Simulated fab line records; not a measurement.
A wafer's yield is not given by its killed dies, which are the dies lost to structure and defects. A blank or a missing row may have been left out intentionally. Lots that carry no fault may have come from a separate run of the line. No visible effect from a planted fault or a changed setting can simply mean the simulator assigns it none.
The same fault as seen by 2 desks | flow berkeley-cmos170 | every desk sees just its own numbers, and what lay behind them comes last

## THE TOOL OWNER'S DESK: rie-metal-04
The tool's own readings at UCB170_M1_METAL_ETCH_12 (etches Al in Cl2/BCl3, stops on PSG, target depth 780 nm, time 130 s): means of the sampled wafers that have a number, for each lot that ran on this tool. Marked OUT: a lot whose mean sits more than 4 standard deviations from the usual mean, which makes it out of limits; the brackets give that distance.
Columns: A = chamber-pressure-mTorr at UCB170_M1_METAL_ETCH_12, usual 12.001 mTorr; B = drypump-motor-current-A at UCB170_M1_METAL_ETCH_12, usual 5.8 A; C = oes-product-au at UCB170_M1_METAL_ETCH_12, usual 0.850 a.u.; D = run-length-s at UCB170_M1_METAL_ETCH_12, usual 158.1 s; E = throttle-valve-pct at UCB170_M1_METAL_ETCH_12, usual 24.36 %
lot  | first seen here | A      | B   | C                | D               | E
L558 | day 6 21:37     | 12.004 | 6.2 | 0.840            | 158.4           | 24.51
L575 | day 10 23:40    | 11.997 | 6.1 | 0.921 (+5.9) OUT | 146.6 (-29) OUT | 24.62
L577 | day 11 01:19    | 11.994 | 6.0 | 0.927 (+6.4) OUT | 146.5 (-29) OUT | 24.62
L579 | day 11 10:33    | 12.003 | 6.1 | 0.930 (+6.7) OUT | 146.6 (-29) OUT | 24.63
This desk finds L575, L577, L579 out of limits, L575 being first, at day 10 23:40 (oes-product-au at UCB170_M1_METAL_ETCH_12). Within limits: L558.

## METROLOGY DESK
Lot by lot, what the gauges showed, no matter which tool ran the lot: averages of those sampled wafers that carry a number. Marked OUT: a lot whose mean sits more than 4 standard deviations from the usual mean, which makes it out of limits; the brackets give that distance.
Columns: A = M1_AL_RS at UCB170_M1_RS_MEAS_01, usual 0.0482 ohm/sq; B = M1_AL_THK at UCB170_M1_THK_MEAS_02, usual 610 nm; C = cd-nm at UCB170_M1_CD_MEAS_09, usual 700.0 nm; D = M1_OVL at UCB170_M1_OVL_MEAS_10, usual 2 nm
lot  | first seen here | A      | B   | C     | D
L558 | day 6 20:24     | 0.0488 | 603 | 700.8 | 1
L568 | day 8 15:02     | 0.0482 | 617 | 700.2 | -3
L575 | day 10 22:09    | 0.0486 | 603 | 700.3 | -2
L576 | day 10 23:35    | 0.0475 | 620 | 699.5 | -7
L577 | day 10 23:48    | 0.0483 | 606 | 700.7 | 2
L579 | day 11 07:47    | 0.0483 | 606 | 702.5 | 6
L581 | day 11 10:47    | 0.0482 | 618 | 700.6 | 6
Finding of this desk: none of the 7 lots has anything out of limits.

## TAKEN TOGETHER
The tool owner's desk could have raised an alarm at day 10 23:40, on L575, L577, L579.
Nothing out of limits was seen by the metrology desk.
The metrology desk holds a record of L575, L577, L579, inside its limits.
UCB170_M1_METAL_ETCH_12 was run on rie-metal-04 by each of the lots named.

## WHAT THE SIMULATOR HAD INSERTED
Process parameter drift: rie-metal-04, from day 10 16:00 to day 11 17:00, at UCB170_M1_METAL_ETCH_12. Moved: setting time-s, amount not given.
Struck lots among those shown: L575, L577, L579.
Hours from the fault's start to each desk's first reading out of limits: the tool owner's desk, 8.
